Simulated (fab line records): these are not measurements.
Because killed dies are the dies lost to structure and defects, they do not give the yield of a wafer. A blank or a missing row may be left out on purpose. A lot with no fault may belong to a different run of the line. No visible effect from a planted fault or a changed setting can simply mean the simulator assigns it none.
8D (eight disciplines) problem report, filled in by code + flow rit_cmos + the parts of the form that need people (team, actions taken, sign-off) are left out

== 1. PROBLEM STATEMENT ==
Mean NRETRO_TW at RIT_NRETRO_TW_MEAS_10: 975 over 6 wafers in 2 lots; fault-free wafers: 1045, standard deviation 9.7. That is -7.2 standard deviations from the usual mean.
First seen on wafer L622.1, day 6 01:35, on film_metro-04. Wafers with a number at this step in the record: 42, from 14 lots. Rule for "out", or "out of limits": more than 4 standard deviations from the usual mean. All remaining wafers that have a number are taken as sound.

== 2. WHAT IT IS, WHAT IT ISN'T ==
| question                    | is                           | is not                                                                 |
|-----------------------------|------------------------------|------------------------------------------------------------------------|
| which readings at this step | NRETRO_TW                    | -                                                                      |
| which lots                  | L622, L623                   | L604, L605, L606, L607, L608, L609, L610, L611, L612, L613, L614, L615 |
| which wafers of those lots  | all that have a number       | -                                                                      |
| read on which gauges        | film_metro-03, film_metro-04 | film_metro-02                                                          |
| when                        | from day 6 01:35             | up to then (36 sound wafers)                                           |

== 3. THE SUSPECTS, EACH WITH WHAT RULES IT OUT ==
Counting: a tool stays on the suspect list if, at a process step up to the reading, it processed all lots that are out and no sound lot following the first of them.
- the gauge at RIT_NRETRO_TW_MEAS_10: ruled out. The wafers that are out were read on 2 gauges (film_metro-03, film_metro-04).
- implanter-03 at RIT_NRETRO_IMPLANT_08: kept. It ran every lot that is out, first L622 (day 6 01:16), and no sound lot after that; its last sound lot up to then is L615 (day 4 14:36). Out on those wafers are its own readings of dose_ions_cm2, faraday_current_uA.
Left after counting: implanter-03 at RIT_NRETRO_IMPLANT_08.

== 4. THE CAUSE (what the simulator had put in) ==
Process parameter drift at RIT_NRETRO_IMPLANT_08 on implanter-03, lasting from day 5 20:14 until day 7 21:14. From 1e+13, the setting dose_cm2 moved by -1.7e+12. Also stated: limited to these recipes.
Counting left only this tool.

== 5. SEQUENCE OF EFFECTS, ordered by route ==
One row per reading whose mean, taken over the struck wafers that have a number, lies over 3 standard deviations from the usual. Only readings for which the record gives a usual standard deviation are gone through. hours: the time from each lot's start at the first step in this table that gives one to its start at this step, as a median over the lots. sigmas: the change in usual standard deviations.
| hours | step                  | reading            | usual      | on struck wafers | change      | sigmas      |
|-------|-----------------------|--------------------|------------|------------------|-------------|-------------|
| 0     | RIT_NRETRO_IMPLANT_08 | dose_ions_cm2      | 1.0001e+13 | 8.3012e+12       | -1.6998e+12 | -99 or more |
| 0     | RIT_NRETRO_IMPLANT_08 | faraday_current_uA | 31.7       | 26.4             | -5.3        | -8.5        |
| 0     | RIT_NRETRO_TW_MEAS_10 | NRETRO_TW          | 1045       | 975              | -70         | -7.2        |
Its process steps:
- RIT_NRETRO_IMPLANT_08

== 6. WHAT WOULD HAVE CAUGHT IT SOONER ==
In this record the first reading out of limits at a measuring or inspecting step was taken at day 6 01:35, 5 hours after the fault began at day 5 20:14.
The tool's own readings at RIT_NRETRO_IMPLANT_08 were out on every struck wafer that the step has a row for (dose_ions_cm2, faraday_current_uA): an alarm limit on them would have fired on the first of those.
Lots out: 2; of these, L623 started RIT_NRETRO_IMPLANT_08 on implanter-03 after day 6 01:35. A tool hold placed at that time would have kept it from harm.
